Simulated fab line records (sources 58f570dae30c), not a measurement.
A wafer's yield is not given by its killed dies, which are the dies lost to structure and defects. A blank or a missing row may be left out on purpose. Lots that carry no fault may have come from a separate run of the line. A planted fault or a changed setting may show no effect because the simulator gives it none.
A lot that was struck, set against a sound lot | flow berkeley cmos170 | 43 steps out of a route of 331
Sound: these wafers, L397.2, L397.3, L397.5. Struck: wafer L407.6 (L407.3, L407.5, from the same lot, were not struck and are left out); the cause is given at the end.
At each step with rows: each side's tool, then ch and its chambers, then its first start. Under that, the readings that differ: sound wafers | struck wafers | difference of the means | sigmas: that difference in standard deviations of wafers without a fault.
alike: a reading whose means differ by less than 2 such deviations, as well as words and numbers matching on both sides. not compared: withheld readings; readings where some wafer has no value; bounds like >300 that might hide an equal value; numbers whose values overlap and for which the record gives no deviation.
A row with sigmas, a row that says differs or no value, or rows on one side alone: a step with any of these is where the two part. Non-overlapping numbers with no deviation appear without sigmas and do not part them. Lack of a reading on every wafer of one side parts them only where that side has two or more wafers.

first, 1 step without rows for these wafers: UCB170_GATE_CVD_04 (deposits poly-Si from SiH4, time 1440 s, target thk 214 nm).
UCB170_GATE_THK_MEAS_05:
  struck on film metro-03, day 10 08:04; sound on film metro-03, day 8 05:55
  alike: GATE_POLY_THK
then, 6 steps without rows for these wafers: UCB170_GATE_COAT_06; UCB170_GATE_COAT_07 (resist thk 900 nm); UCB170_GATE_SOFTBAKE_08 (time 60 s); UCB170_GATE_EXPOSE_09 (exposes mask POLY, target cd 350 nm); UCB170_GATE_PEB_10; UCB170_GATE_DEVELOP_11 (develop time 45 s).
UCB170_GATE_CD_MEAS_12 targets a cd of 350 nm.
  struck on cd sem-02, day 10 10:10; sound on cd sem-01, day 8 07:10
  alike: cd nm
UCB170_GATE_OVL_MEAS_13:
  struck on overlay-01, day 10 10:16; sound on overlay-02, day 8 07:16
  alike: GATE_OVL
UCB170_GATE_ETCH_14: etches BARC in N2/H2.
  sound on rie diel-04 ch 0,1,2, day 8 07:18; struck on rie diel-04 ch 0, day 10 10:17
  alike: drypump motor current A, oes product au, rf fwd power W, throttle valve pct
UCB170_GATE_ETCH_15: etches poly-Si in HBr/Cl2, stops on SiO2, time 56.3 s, target depth 278.2 nm.
  sound on rie si-02 ch 1,2,3, day 8 07:20; struck on rie si-02 ch 0, day 10 10:20
  alike: drypump motor current A, oes product au, rf fwd power W, throttle valve pct
  not compared: rf hours counter h
UCB170_GATE_STRIP_16: strips in O2.
  sound on plasma asher-03 ch 0, day 8 07:23; struck on plasma asher-03 ch 1, day 10 10:25
  alike: drypump motor current A, oes product au
  not compared: rf hours counter h
UCB170_GATE_CD_MEAS_90 targets a cd of 350 nm.
  struck on cd sem-02, day 10 10:31; sound on cd sem-01, day 8 07:41
  alike: cd nm
then, 7 steps without rows for these wafers: UCB170_GATE_CLEAN_17 (cleans in SPM, time 600 s); UCB170_PLDD_HMDS_00 (prime time 60 s); UCB170_PLDD_COAT_01 (resist thk 900 nm); UCB170_PLDD_SOFTBAKE_02 (time 60 s); UCB170_PLDD_EXPOSE_03 (exposes mask PSELECT, target cd 1200 nm); UCB170_PLDD_PEB_04; UCB170_PLDD_DEVELOP_05 (develop time 45 s).
UCB170_PLDD_CD_MEAS_06 targets a cd of 1200 nm.
  struck on cd sem-01, day 10 12:00; sound on cd sem-01, day 8 10:31
  alike: cd nm
UCB170_PLDD_OVL_MEAS_07:
  struck on overlay-01, day 10 12:05; sound on overlay-01, day 8 10:37
  alike: PLDD_OVL
then, 2 steps without rows for these wafers: UCB170_PLDD_IMPLANT_08; UCB170_PLDD_IMPLANT_09.
UCB170_PLDD_STRIP_10: strips in O2.
  sound on plasma asher-02 ch 1, day 8 10:57; struck on plasma asher-02 ch 1, day 10 12:27
  reading                      | sound             | struck | difference | sigmas
  strip time to endpoint s (s) | 21.69 21.69 21.73 | 21.53  | -0.17      | -2
  alike: drypump motor current A, oes product au
  not compared: rf hours counter h
UCB170_PLDD_TW_MEAS_11:
  struck on film metro-01, day 10 12:32; sound on film metro-02, day 8 11:04
  alike: PLDD_TW
then, 7 steps without rows for these wafers: UCB170_PLDD_CLEAN_12 (cleans in SPM, time 600 s); UCB170_NLDD_HMDS_00 (prime time 60 s); UCB170_NLDD_COAT_01 (resist thk 900 nm); UCB170_NLDD_SOFTBAKE_02 (time 60 s); UCB170_NLDD_EXPOSE_03 (exposes mask NSELECT, target cd 1200 nm); UCB170_NLDD_PEB_04; UCB170_NLDD_DEVELOP_05 (develop time 45 s).
UCB170_NLDD_CD_MEAS_06 targets a cd of 1200 nm.
  struck on cd sem-01, day 10 13:45; sound on cd sem-01, day 8 12:19
  alike: cd nm
UCB170_NLDD_OVL_MEAS_07:
  struck on overlay-01, day 10 13:51; sound on overlay-02, day 8 12:25
  alike: NLDD_OVL
then, 2 steps without rows for these wafers: UCB170_NLDD_IMPLANT_08; UCB170_NLDD_IMPLANT_09.
UCB170_NLDD_STRIP_10: strips in O2.
  sound on plasma asher-01 ch 0, day 8 12:45; struck on plasma asher-01 ch 1, day 10 14:12
  alike: drypump motor current A, oes product au, strip time to endpoint s
  not compared: rf hours counter h
UCB170_NLDD_TW_MEAS_11:
  struck on film metro-02, day 10 14:17; sound on film metro-03, day 8 12:52
  reading | sound          | struck | difference | sigmas
  NLDD_TW | 2181 2188 2198 | 2238   | +49        | +3
then, 1 step without rows for these wafers: UCB170_NLDD_CLEAN_12 (cleans in SPM, time 600 s).
UCB170_SPACER_CVD_00: deposits SiO2 from TEOS/O2, target thk 376 nm, time 47 s.
  sound on pecvd-02 ch 1,2, day 8 14:08; struck on pecvd-03 ch 2, day 10 14:32
  reading            | sound       | struck | difference | sigmas
  heater power w (W) | 340 227 336 | 155    | -146       | -3
  alike: rf fwd power W
UCB170_M3_PROBE_99:
  the record has rows for the struck wafers here (prober-02, day 12 02:13) and none for the sound ones

## WHERE THEY PART
At UCB170_PLDD_STRIP_10 first; at UCB170_M3_PROBE_99 last (within this record only).

WHY: whatever the simulator had introduced
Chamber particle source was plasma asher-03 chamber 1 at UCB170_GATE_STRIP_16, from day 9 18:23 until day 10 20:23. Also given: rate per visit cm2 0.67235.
